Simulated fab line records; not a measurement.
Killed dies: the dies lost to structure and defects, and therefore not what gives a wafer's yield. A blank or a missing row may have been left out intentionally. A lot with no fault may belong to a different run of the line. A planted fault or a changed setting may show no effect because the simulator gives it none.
fab line records	flow rit-cmos
[record] lots = 6	wafers = 18	last-day = 7
route steps=202 shown NWELL@28 PWELL@39 M1@202
lots untouched by any fault: they come from a run of this same line in which no faults occurred
start-h: hours from the record's first day to the start of the lot's first wafer shown	wait-h: hours from the lot's prior step to this one	" identical to the entry in the row above	L1.1+2: a single row standing in for several wafers	- value missing, or start not given	* or withheld: withheld	< > ~ a bound
route shown NAME@n: NAME is a module with steps in the file, n the number in the route of the first one	usual: mean/standard deviation of fault-free wafers	same: alike in all rows	chamber/n: place in a boat	sites: readings site by site	_std_site: the values' standard deviation	_edge_site: mean of outer sites minus mean of inner sites	radius-mm: for every site, how far away it sits from the centre of the wafer	mask NAME#n: copy n	behind: the tool/chamber that last shaped the wafer	hold: cause of the lot's hold/its duration in hours/its outcome	device: transistor that didn't switch, given as n, p or np	end of line: at the end of the route, the tests of the same wafers	a step given without rows: its recipe and nothing more	killed: not the wafer's yield, but the dies lost to structure and defects at the first sort	map: shows each die of a wafer: x if killed, . if not, _ if none is there
set.NAME: the setting that was run; set.NAME@STEP: the one run at that earlier step	model.NAME: the simulator's own value behind a step, which no gauge read
lots at some steps of the route; a table a step, a row a wafer
services: when a tool's chamber went out of use (start-h, in hours from the record's first day, below 0 if earlier), for how many hours, and the reason
[[steps]]
[step RIT_NWELL_HMDS_00]
[recipe] prime-time-s = 60	prime-temp-c = 140
[step RIT_NWELL_COAT_01]
[recipe] resist = NOVOLAK	spin-rpm = 2000	resist-thk-nm = 1300
[step RIT_NWELL_SOFTBAKE_02]
[recipe] resist = NOVOLAK	temp-c = 90	time-s = 60
[step RIT_NWELL_EXPOSE_03]
[recipe] mask-id = M2	na = 0.57	target-cd-nm = 43900	dose-mj = 250
[step RIT_NWELL_PEB_04]
[recipe] resist = NOVOLAK	temp-c = withheld	time-s = withheld
[step RIT_NWELL_DEVELOP_05]
[recipe] resist = NOVOLAK	develop-time-s = 68	dev-temp-c = 23
[step RIT_NWELL_OVL_MEAS_06]
[usual] NWELL_OVL = -1.2/1.4
lot.wafer	tool	chamber	start-h	wait-h	NWELL_OVL[nm]
L218.1	overlay-02	-	37.48	-	-1.9
L218.2	"	-	"	"	-2.7
L218.3	"	-	"	"	-2.6
L222.3	overlay-01	-	57.17	-	-2.0
L222.4	"	-	"	"	-1.6
L222.6	"	-	"	"	-4.0
L225.2	overlay-01	-	70.85	-	-0.2
L225.3	"	-	"	"	1.7
L225.5	"	-	"	"	0.3
L235.1	overlay-01	-	127.40	-	-2.1
L235.3	"	-	"	"	-1.8
L235.4	"	-	"	"	-1.7
L238.2	overlay-01	-	138.26	-	-1.6
L238.3	"	-	"	"	-1.4
L238.5	"	-	"	"	-0.9
L237.1	overlay-02	-	138.35	-	-2.0
L237.2	"	-	"	"	-2.5
L237.3	"	-	"	"	-0.1
[step RIT_NWELL_HARDBAKE_07]
[recipe] resist = NOVOLAK	temp-c = 140	time-s = 120
[step RIT_NWELL_IMPLANT_08]
[recipe] species = P	energy-kev = 170	dose-cm2 = 4.932e+13	tilt-deg = 7
[step RIT_NWELL_STRIP_09]
[recipe] chemistry = O2	time-s = 180	resist = NOVOLAK	platen-temp-c = withheld	power-w = 500	pressure-mtorr = 4000	o2-flow-sccm = 4000
[usual] drypump-motor-current-A = 6.0/0.4
lot.wafer	tool	chamber	start-h	wait-h	drypump-motor-current-A	rf-hours-counter-h
L218.1	plasma-asher-01	1	37.91	0.1	5.5	41
L218.2	"	0	"	"	5.9	41
L218.3	"	0	"	"	5.8	-
L222.3	plasma-asher-01	0	57.65	0.1	5.8	-
L222.4	"	1	"	"	5.5	-
L222.6	"	0	"	"	5.8	-
L225.2	plasma-asher-01	0	71.28	0.1	5.8	45
L225.3	"	0	"	"	5.8	-
L225.5	"	1	"	"	5.5	-
L235.1	plasma-asher-03	1	127.84	0.1	6.4	29
L235.3	"	0	"	"	6.1	-
L235.4	"	1	"	"	6.4	-
L238.2	plasma-asher-02	0	138.83	0.1	6.6	51
L238.3	"	1	"	"	6.3	-
L238.5	"	1	"	"	6.3	-
L237.1	plasma-asher-01	1	139.03	0.1	5.5	2
L237.2	"	0	"	"	5.8	2
L237.3	"	0	"	"	5.8	-
[step RIT_NWELL_TW_MEAS_10]
[usual] NWELL_TW = 2129/19
lot.wafer	tool	chamber	start-h	wait-h	NWELL_TW
L218.1	film-metro-04	-	38.09	0.1	2103
L218.2	"	-	"	"	2114
L218.3	"	-	"	"	2121
L222.3	film-metro-03	-	57.79	0.1	2167
L222.4	"	-	"	"	2153
L222.6	"	-	"	"	2164
L225.2	film-metro-04	-	71.47	0.1	2110
L225.3	"	-	"	"	2116
L225.5	"	-	"	"	2100
L235.1	film-metro-03	-	128.01	0.1	2157
L235.3	"	-	"	"	2146
L235.4	"	-	"	"	2167
L238.2	film-metro-03	-	139.02	0.1	2149
L238.3	"	-	"	"	2159
L238.5	"	-	"	"	2159
L237.1	film-metro-04	-	139.21	0.1	2109
L237.2	"	-	"	"	2108
L237.3	"	-	"	"	2105
[step RIT_PWELL_HMDS_00]
[recipe] prime-time-s = 60	prime-temp-c = 140
[step RIT_PWELL_COAT_01]
[recipe] resist = NOVOLAK	spin-rpm = 2000	resist-thk-nm = 1300
[usual] chill-plate-temp-C = 22.99/0.11
lot.wafer	tool	chamber	start-h	wait-h	chill-plate-temp-C	model.NOVOLAK_of_PWELL_COAT_01.thk-nm
L218.1	litho-track-04	0	38.30	0.1	22.94	1301
L218.2	"	0	"	"	22.94	1300
L218.3	"	0	"	"	22.99	1303
L222.3	litho-track-01	0	58.14	0.1	23.06	1299
L222.4	"	0	"	"	22.96	1305
L222.6	"	0	"	"	23.09	1303
L225.2	litho-track-04	0	71.69	0.1	22.73	1300
L225.3	"	0	"	"	22.84	1299
L225.5	"	0	"	"	22.71	1300
L235.1	litho-track-04	0	128.22	0.1	22.90	1495
L235.3	"	0	"	"	22.76	1500
L235.4	"	0	"	"	22.97	1490
L238.2	litho-track-02	0	139.56	0.1	22.87	1305
L238.3	"	0	"	"	22.86	1303
L238.5	"	0	"	"	22.95	1302
L237.1	litho-track-04	0	139.63	0.1	23.00	1496
L237.2	"	0	"	"	23.10	1501
L237.3	"	0	"	"	23.21	1490
[step RIT_PWELL_SOFTBAKE_02]
[recipe] resist = NOVOLAK	temp-c = 90	time-s = 60
[step RIT_PWELL_EXPOSE_03]
[recipe] mask-id = M3	na = 0.57	target-cd-nm = 43700	dose-mj = 250
[step RIT_PWELL_PEB_04]
[recipe] resist = NOVOLAK	temp-c = withheld	time-s = withheld
[step RIT_PWELL_DEVELOP_05]
[recipe] resist = NOVOLAK	develop-time-s = 68	dev-temp-c = 22.6
[step RIT_PWELL_OVL_MEAS_06]
[usual] PWELL_OVL = -0.7/1.2
lot.wafer	tool	chamber	start-h	wait-h	PWELL_OVL[nm]
L218.1	overlay-02	-	39.03	-	-1.8
L218.2	"	-	"	"	-1.0
L218.3	"	-	"	"	-1.6
L222.3	overlay-01	-	58.96	-	-1.9
L222.4	"	-	"	"	-1.2
L222.6	"	-	"	"	-2.9
L225.2	overlay-01	-	72.53	-	0.3
L225.3	"	-	"	"	1.4
L225.5	"	-	"	"	-1.0
L235.1	overlay-01	-	129.08	-	-2.0
L235.3	"	-	"	"	-1.6
L235.4	"	-	"	"	-0.3
L238.2	overlay-02	-	140.57	-	-1.3
L238.3	"	-	"	"	-0.2
L238.5	"	-	"	"	-1.7
L237.1	overlay-01	-	140.88	-	-0.4
L237.2	"	-	"	"	-2.9
L237.3	"	-	"	"	-1.5
[step RIT_PWELL_HARDBAKE_07]
[recipe] resist = NOVOLAK	temp-c = 140	time-s = 120
[usual] chill-plate-temp-C = 22.98/0.11	heater-power-total-W = 52.02/0.061
lot.wafer	tool	chamber	start-h	wait-h	chill-plate-temp-C	heater-power-total-W	model.NOVOLAK_of_PWELL_COAT_01.thk-nm
L218.1	litho-track-01	0	39.06	0.0	22.85	52.03	1138
L218.2	"	0	"	"	23.02	52.01	1137
L218.3	"	0	"	"	22.86	52.06	1140
L222.3	litho-track-01	0	59.07	0.1	22.90	51.93	1136
L222.4	"	0	"	"	22.95	52.07	1141
L222.6	"	0	"	"	22.83	52.00	1139
L225.2	litho-track-01	0	72.60	0.1	22.97	51.86	1137
L225.3	"	0	"	"	23.08	52.06	1136
L225.5	"	0	"	"	22.85	52.04	1137
L235.1	litho-track-04	0	129.34	0.2	22.93	51.90	1305
L235.3	"	0	"	"	22.70	51.97	1309
L235.4	"	0	"	"	22.93	52.04	1300
L238.2	litho-track-04	0	141.13	0.6	23.10	52.08	1141
L238.3	"	0	"	"	22.98	52.04	1139
L238.5	"	0	"	"	22.84	52.05	1139
L237.1	litho-track-02	0	141.25	0.4	23.11	52.02	1305
L237.2	"	0	"	"	23.09	51.92	1310
L237.3	"	0	"	"	22.96	51.95	1301
[step RIT_PWELL_IMPLANT_08]
[recipe] species = B	energy-kev = 170	dose-cm2 = 7e+13	tilt-deg = 7
[step RIT_M1_PROBE_99]
[usual] killed-at-contacts = 0.1/0.23	killed-at-front-end = 6.6/2.9	killed-dies = 6.7/3	killed-open = 3.5/2.1	killed-short = 3.2/1.8
[same] gross-dies = 264	killed_at_M0_to_M3 = 0	killed_at_M4_up = 0	killed-at-back-side = 0	killed-at-other = 0
lot.wafer	tool	chamber	start-h	wait-h	killed-at-contacts	killed-at-front-end	killed-dies	killed-open	killed-short
L218.1	prober-01	-	74.73	0.1	0	3	3	1	2
L218.2	prober-01	-	74.78	0.1	0	7	7	4	3
L218.3	prober-01	-	74.83	0.2	0	4	4	2	2
L222.3	prober-02	-	100.93	0.2	0	10	10	7	3
L222.4	prober-02	-	100.98	0.2	1	8	9	4	5
L222.6	prober-02	-	101.08	0.2	0	10	10	5	5
L237.1	prober-01	-	179.83	0.1	0	7	7	3	4
L237.2	prober-01	-	179.88	0.1	0	1	1	1	0
L237.3	prober-01	-	179.93	0.2	0	8	8	6	2
// killed by level:class
L218.1 GATE:geometric-particle:short=1 GATE:geometric-particle:open=1 SILICIDE:geometric-particle:short=1
L218.2 SILICIDE:geometric-particle:open=3 SILICIDE:geometric-particle:short=2 GATE:geometric-particle:open=1 SPACER:geometric-particle:short=1
L218.3 FOX1:geometric-particle:short=1 FOX1:geometric-particle:open=1 SILICIDE:geometric-particle:short=1 SILICIDE:geometric-particle:open=1
L222.3 REOX:geometric-particle:open=3 GATE:geometric-particle:short=2 SILICIDE:geometric-particle:open=2 FOX2:geometric-particle:open=1 REOX:geometric-particle:short=1 SPACER:geometric-particle:open=1
L222.4 FOX1:geometric-particle:open=2 SILICIDE:geometric-particle:short=2 FOX1:geometric-particle:short=1 FOX2:geometric-particle:short=1 GATE:geometric-particle:open=1 REOX:geometric-particle:open=1 CONTACT:geometric-particle:short=1
L222.6 REOX:geometric-particle:open=2 REOX:geometric-particle:short=2 FOX1:geometric-particle:short=1 FOX2:geometric-particle:open=1 GATE:geometric-particle:open=1 GATE:geometric-particle:short=1 SPACER:geometric-particle:open=1 SILICIDE:geometric-particle:short=1
L237.1 FOX1:geometric-particle:short=1 FOX1:geometric-particle:open=1 FOX2:geometric-particle:short=1 GATE:geometric-particle:open=1 SPACER:geometric-particle:open=1 SPACER:geometric-particle:short=1 SILICIDE:geometric-particle:short=1
L237.2 SPACER:geometric-particle:open=1
L237.3 GATE:geometric-particle:open=3 FOX1:geometric-particle:open=1 FOX2:geometric-particle:short=1 GATE:geometric-particle:short=1 SPACER:geometric-particle:open=1 SILICIDE:geometric-particle:open=1
[[services]]
tool	chamber	start-h	hours	kind
plasma-asher-02	-	39.68	0.8	repair
plasma-asher-03	-	42.53	45.4	repair
plasma-asher-01	-	108.75	9.0	pm
plasma-asher-01	0	108.75	9.0	vent-cycle
plasma-asher-01	1	108.75	9.0	vent-cycle
plasma-asher-02	-	111.76	0.5	repair
plasma-asher-01	0	117.75	-	clean
plasma-asher-01	1	117.75	-	clean
plasma-asher-02	-	127.91	2.8	pm
[[key]]
first-sign none at tools or gauges
[model-effect] step = RIT_PWELL_COAT_01	value = NOVOLAK_of_PWELL_COAT_01.thk-nm	without = 1302	struck = 1495
[model-effect] step = RIT_PWELL_HARDBAKE_07	value = NOVOLAK_of_PWELL_COAT_01.thk-nm	without = 1139	struck = 1305
met-at RIT_PWELL_COAT_01
struck-wafers L235.1,L235.3,L235.4,L237.1,L237.2,L237.3
tester-left-out L235,L237
onset-between 71.69 128.22
[fault] kind = process-parameter-drift	tool = litho-track-04	chamber = -	onset-h = 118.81	steps = RIT_PWELL_COAT_01	channel = resist-thk-nm	offset = 193.03	shape = step	end-h = 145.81	acts-in = these-recipes-only	stated = 1300
// tester-left-out: of these lots the tester's yield and bins aren't shown, on N5 and GAA mostly nor the transistor test; their killed dies are dies lost to structure and defects alone, not to doping, threshold or leakage, so they don't give the yield
